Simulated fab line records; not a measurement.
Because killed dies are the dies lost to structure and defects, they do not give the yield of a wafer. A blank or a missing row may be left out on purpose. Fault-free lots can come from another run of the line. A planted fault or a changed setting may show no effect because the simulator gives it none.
A sampling plan put to the test | flow berkeley_cmos170 | 33 faults told of in these records, all on one fab line, each judged by the records of the lots it struck
The plan consists of the line's own looks: route steps at which the wafer is read by a gauge or an inspection but not changed. A look is open to judgement when struck wafers have a number at it and the file gives its usual mean and standard deviation on fault-free wafers. Caught: the struck wafers' mean, at a look after the fault's first step, is 4 or more of those standard deviations (sigma) away from the usual mean. On the tool: the identical test, applied to the tool's own readings at the steps of the fault. If the struck wafers alone have a blank record, or they carry another recipe, that too counts as caught.

## THE FAULTS, as the simulator had put them in
1. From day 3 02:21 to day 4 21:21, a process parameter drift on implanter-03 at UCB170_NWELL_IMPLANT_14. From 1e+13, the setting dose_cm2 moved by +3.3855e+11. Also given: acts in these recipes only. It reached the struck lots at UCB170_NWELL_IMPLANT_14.
2. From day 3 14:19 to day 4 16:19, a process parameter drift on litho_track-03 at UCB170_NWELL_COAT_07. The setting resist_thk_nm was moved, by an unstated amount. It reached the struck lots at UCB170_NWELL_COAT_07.
3. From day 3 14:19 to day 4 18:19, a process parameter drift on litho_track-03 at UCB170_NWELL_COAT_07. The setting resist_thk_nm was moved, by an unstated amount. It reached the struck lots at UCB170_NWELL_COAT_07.
4. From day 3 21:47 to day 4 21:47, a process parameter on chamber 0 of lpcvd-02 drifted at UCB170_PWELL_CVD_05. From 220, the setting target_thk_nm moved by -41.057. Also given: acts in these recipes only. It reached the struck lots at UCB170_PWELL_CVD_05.
5. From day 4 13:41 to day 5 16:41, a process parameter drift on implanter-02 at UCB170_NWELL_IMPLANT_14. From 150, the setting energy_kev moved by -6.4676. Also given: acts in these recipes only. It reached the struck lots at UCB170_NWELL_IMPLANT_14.
6. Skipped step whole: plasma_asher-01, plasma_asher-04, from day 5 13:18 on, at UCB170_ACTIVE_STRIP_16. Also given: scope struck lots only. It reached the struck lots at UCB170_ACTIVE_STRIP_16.
7. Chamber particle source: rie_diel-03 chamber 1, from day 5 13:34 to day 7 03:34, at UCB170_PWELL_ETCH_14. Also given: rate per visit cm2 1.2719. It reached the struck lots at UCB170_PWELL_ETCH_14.
8. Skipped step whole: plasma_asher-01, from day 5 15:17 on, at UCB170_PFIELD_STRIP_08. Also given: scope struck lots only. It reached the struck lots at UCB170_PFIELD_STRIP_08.
9. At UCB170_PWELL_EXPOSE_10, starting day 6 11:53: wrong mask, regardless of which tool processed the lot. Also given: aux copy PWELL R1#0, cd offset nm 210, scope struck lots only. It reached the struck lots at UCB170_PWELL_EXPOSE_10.
10. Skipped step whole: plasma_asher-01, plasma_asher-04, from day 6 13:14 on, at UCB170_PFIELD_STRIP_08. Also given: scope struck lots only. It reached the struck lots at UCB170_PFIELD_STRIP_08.
11. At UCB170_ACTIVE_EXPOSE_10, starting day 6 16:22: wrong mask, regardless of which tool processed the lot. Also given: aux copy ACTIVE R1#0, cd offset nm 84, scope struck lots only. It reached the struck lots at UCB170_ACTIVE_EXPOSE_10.
12. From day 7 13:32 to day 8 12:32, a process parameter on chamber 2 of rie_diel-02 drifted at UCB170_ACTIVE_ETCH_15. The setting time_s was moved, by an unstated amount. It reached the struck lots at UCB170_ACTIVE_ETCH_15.
13. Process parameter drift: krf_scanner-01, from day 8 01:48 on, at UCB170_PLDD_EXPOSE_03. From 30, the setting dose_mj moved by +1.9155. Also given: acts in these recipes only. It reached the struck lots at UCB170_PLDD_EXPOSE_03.
14. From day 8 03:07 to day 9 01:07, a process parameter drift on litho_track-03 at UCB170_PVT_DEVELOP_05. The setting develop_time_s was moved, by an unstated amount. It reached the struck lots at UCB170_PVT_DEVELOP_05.
15. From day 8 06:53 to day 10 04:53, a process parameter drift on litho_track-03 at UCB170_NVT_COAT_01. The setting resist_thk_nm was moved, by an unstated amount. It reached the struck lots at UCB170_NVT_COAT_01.
16. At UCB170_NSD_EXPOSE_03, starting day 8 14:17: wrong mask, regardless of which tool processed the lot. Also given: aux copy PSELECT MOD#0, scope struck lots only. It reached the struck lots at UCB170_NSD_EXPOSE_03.
17. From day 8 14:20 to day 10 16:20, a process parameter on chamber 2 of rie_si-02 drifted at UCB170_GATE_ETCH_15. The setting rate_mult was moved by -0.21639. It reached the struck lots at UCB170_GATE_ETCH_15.
18. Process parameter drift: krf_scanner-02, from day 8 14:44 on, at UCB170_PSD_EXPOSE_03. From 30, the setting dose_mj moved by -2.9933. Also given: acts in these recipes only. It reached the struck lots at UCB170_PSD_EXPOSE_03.
19. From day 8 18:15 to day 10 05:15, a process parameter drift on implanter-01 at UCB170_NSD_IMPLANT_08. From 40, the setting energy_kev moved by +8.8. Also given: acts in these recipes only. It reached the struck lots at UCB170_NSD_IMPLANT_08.
20. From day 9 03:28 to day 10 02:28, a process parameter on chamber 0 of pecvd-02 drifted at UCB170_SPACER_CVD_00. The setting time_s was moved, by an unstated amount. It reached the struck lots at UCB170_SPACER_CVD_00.
21. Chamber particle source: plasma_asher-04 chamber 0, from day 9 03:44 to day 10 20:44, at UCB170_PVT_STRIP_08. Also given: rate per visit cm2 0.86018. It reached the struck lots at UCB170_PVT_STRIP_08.
22. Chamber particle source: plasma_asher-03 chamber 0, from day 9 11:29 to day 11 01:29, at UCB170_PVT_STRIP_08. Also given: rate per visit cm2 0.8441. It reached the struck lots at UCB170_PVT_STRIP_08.
23. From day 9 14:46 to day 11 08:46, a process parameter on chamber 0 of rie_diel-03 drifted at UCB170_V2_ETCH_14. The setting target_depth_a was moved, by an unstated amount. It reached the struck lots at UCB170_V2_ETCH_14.
24. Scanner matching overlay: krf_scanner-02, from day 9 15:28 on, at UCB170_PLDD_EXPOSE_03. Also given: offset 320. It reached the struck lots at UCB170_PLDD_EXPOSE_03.
25. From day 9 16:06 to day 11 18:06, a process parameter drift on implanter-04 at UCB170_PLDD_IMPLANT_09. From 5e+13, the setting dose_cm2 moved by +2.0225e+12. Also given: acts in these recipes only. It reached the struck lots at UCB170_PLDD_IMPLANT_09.
26. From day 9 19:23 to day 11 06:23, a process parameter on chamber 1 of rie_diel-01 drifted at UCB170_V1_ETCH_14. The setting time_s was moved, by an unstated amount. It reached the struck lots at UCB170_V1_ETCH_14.
27. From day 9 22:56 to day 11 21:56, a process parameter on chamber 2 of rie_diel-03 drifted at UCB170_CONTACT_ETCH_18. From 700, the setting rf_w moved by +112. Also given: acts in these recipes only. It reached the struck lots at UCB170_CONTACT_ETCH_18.
28. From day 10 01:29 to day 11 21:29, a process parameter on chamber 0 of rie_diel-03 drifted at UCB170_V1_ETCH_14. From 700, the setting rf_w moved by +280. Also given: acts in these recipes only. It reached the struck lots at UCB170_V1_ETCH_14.
29. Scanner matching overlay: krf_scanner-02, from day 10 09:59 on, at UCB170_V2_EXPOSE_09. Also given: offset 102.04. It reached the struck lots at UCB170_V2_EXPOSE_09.
30. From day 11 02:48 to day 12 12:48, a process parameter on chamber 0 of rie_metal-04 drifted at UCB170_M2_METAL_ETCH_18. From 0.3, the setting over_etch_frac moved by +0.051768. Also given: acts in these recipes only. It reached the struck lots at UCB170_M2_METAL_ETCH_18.
31. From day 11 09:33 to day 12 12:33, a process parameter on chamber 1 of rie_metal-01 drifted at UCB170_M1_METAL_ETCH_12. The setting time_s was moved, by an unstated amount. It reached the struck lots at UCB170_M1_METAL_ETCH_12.
32. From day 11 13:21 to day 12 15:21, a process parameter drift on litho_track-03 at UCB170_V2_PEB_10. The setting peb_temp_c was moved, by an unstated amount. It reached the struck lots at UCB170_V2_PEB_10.
33. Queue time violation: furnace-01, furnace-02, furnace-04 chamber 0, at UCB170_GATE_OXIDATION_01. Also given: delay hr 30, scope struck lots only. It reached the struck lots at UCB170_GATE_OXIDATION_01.

## WHAT THE PLAN SAW
fault | on the tool itself                               | first look that catches it                      | reading, sigma        | median hours from its first step to that look | hours from the fault's start to the first struck lot there | judged looks passed uncaught
1     | dose_ions_cm2 +31 sigma                          | no look after it can be judged                  | -                     | -                                             | -                                                          | 0
2     | under 2 sigma                                    | no look after it can be judged                  | -                     | -                                             | -                                                          | 0
3     | under 2 sigma                                    | no look after it can be judged                  | -                     | -                                             | -                                                          | 0
4     | under 2 sigma                                    | UCB170_PWELL_THK_MEAS_06                        | PWELL_NITRIDE_THK -17 | 1.9                                           | 6                                                          | 0
5     | beam_energy_keV -99 or beyond sigma              | no look after it can be judged                  | -                     | -                                             | -                                                          | 0
6     | the tool's record is blank for the struck wafers | no look after it can be judged                  | -                     | -                                             | -                                                          | 0
7     | under 2 sigma                                    | no look after it can be judged                  | -                     | -                                             | -                                                          | 0
8     | the tool's record is blank for the struck wafers | no look after it can be judged                  | -                     | -                                             | -                                                          | 0
9     | no reading that can be judged                    | not the one look that can be judged after it    | -                     | -                                             | -                                                          | 1
10    | the tool's record is blank for the struck wafers | no look after it can be judged                  | -                     | -                                             | -                                                          | 0
11    | no reading that can be judged                    | UCB170_ACTIVE_CD_MEAS_13                        | cd_nm +55             | 1.0                                           | 1                                                          | 0
12    | run_length_s +16 sigma                           | none of the 3 looks that can be judged after it | -                     | -                                             | -                                                          | 3
13    | exposure_dose_mJ_cm2 +59 sigma                   | UCB170_PLDD_CD_MEAS_06                          | cd_nm +7.1            | 0.5                                           | 1                                                          | 0
14    | no reading that can be judged                    | UCB170_PVT_TW_MEAS_09                           | PVT_TW -99 or beyond  | 1.2                                           | 9                                                          | 0
15    | no reading that can be judged                    | no look after it can be judged                  | -                     | -                                             | -                                                          | 0
16    | no reading that can be judged                    | UCB170_NSD_TW_MEAS_10                           | NSD_TW -74            | 0.9                                           | 1                                                          | 0
17    | under 2 sigma                                    | no look after it can be judged                  | -                     | -                                             | -                                                          | 0
18    | exposure_dose_mJ_cm2 -93 sigma                   | UCB170_PSD_CD_MEAS_06                           | cd_nm -12             | 0.4                                           | 3                                                          | 0
19    | beam_energy_keV +99 or beyond sigma              | UCB170_NSD_TW_MEAS_10                           | NSD_TW +4.5           | 0.2                                           | 4                                                          | 0
20    | run_length_s -7.5 sigma                          | UCB170_SPACER_THK_MEAS_01                       | SPACER_TEOS_THK -7.8  | 0.0                                           | 1                                                          | 0
21    | under 2 sigma                                    | no look after it can be judged                  | -                     | -                                             | -                                                          | 0
22    | under 2 sigma                                    | no look after it can be judged                  | -                     | -                                             | -                                                          | 0
23    | only faintly: oes_product_au +2.7 sigma          | not the one look that can be judged after it    | -                     | -                                             | -                                                          | 1
24    | no reading that can be judged                    | UCB170_PLDD_OVL_MEAS_07                         | PLDD_OVL +58          | 0.5                                           | 9                                                          | 0
25    | dose_ions_cm2 +33 sigma                          | UCB170_SDANNEAL_RS_MEAS_04                      | PLDD_RS -6.4          | 13.5                                          | 21                                                         | 0
26    | run_length_s +29 sigma                           | no look after it can be judged                  | -                     | -                                             | -                                                          | 0
27    | rf_fwd_power_W +44 sigma                         | no look after it can be judged                  | -                     | -                                             | -                                                          | 0
28    | rf_fwd_power_W +99 or beyond sigma               | UCB170_V1_CD_MEAS_90                            | cd_nm +6.0            | 0.3                                           | 3                                                          | 0
29    | under 2 sigma                                    | UCB170_V2_OVL_MEAS_13                           | V2_OVL +17            | 0.6                                           | 1                                                          | 0
30    | only faintly: oes_product_au -2.2 sigma          | no look after it can be judged                  | -                     | -                                             | -                                                          | 0
31    | run_length_s -45 sigma                           | no look after it can be judged                  | -                     | -                                             | -                                                          | 0
32    | heater_power_total_W +99 or beyond sigma         | UCB170_V2_CD_MEAS_12                            | cd_nm +39             | 0.3                                           | 5                                                          | 0
33    | no reading that can be judged                    | not the one look that can be judged after it    | -                     | -                                             | -                                                          | 1
A dash: the fault isn't caught, or these records don't give the number.

Caught at a look: 13 of 33. Caught on the tool: 16 of 33. By one or the other: 22 of 33.
Faults caught by the tool alone: 1, 5, 6, 8, 10, 12, 26, 27, 31.
Caught at a look alone: faults 4, 11, 14, 16, 24, 29.
Caught by neither: faults 2, 3, 7, 9, 15, 17, 21, 22, 23, 30, 33.

## THINNER SAMPLING
Were the look that catches a fault to measure just every second or every third lot (counted by lot number), the first struck lot would, at worst, be measured this late:
fault | struck lots at that look, in order of time | every lot | every second lot | every third lot
4     | L669                                       | 6 h       | may miss it      | may miss it
11    | L903                                       | 1 h       | may miss it      | may miss it
13    | L797, L803, L802, L800                     | 1 h       | 23 h             | may miss all 4
14    | L384, L388                                 | 9 h       | may miss all 2   | may miss all 2
16    | L964                                       | 1 h       | may miss it      | may miss it
18    | L136, L142                                 | 3 h       | may miss all 2   | may miss all 2
19    | L508, L512, L510                           | 4 h       | may miss all 3   | 17 h
20    | L561, L566                                 | 1 h       | 7 h              | may miss all 2
24    | L483, L487, L490                           | 9 h       | 44 h             | may miss all 3
25    | L466, L469                                 | 21 h      | 33 h             | may miss all 2
28    | L488, L491                                 | 3 h       | 8 h              | may miss all 2
29    | L212, L216                                 | 1 h       | may miss all 2   | may miss all 2
32    | L480, L482                                 | 5 h       | may miss all 2   | may miss all 2
Hours count from the start of the fault until the first struck lot that is measured. Since the struck wafers were tested as one group against 4 sigma, a single lot by itself may lie under the limit. Other struck lots may not be in these records.

## THE LONGEST TIMED WAY FROM STEP TO LOOK
Fault 25: median gap of 13.5 hours between UCB170_PLDD_IMPLANT_09 and UCB170_SDANNEAL_RS_MEAS_04. No look between them can be judged.
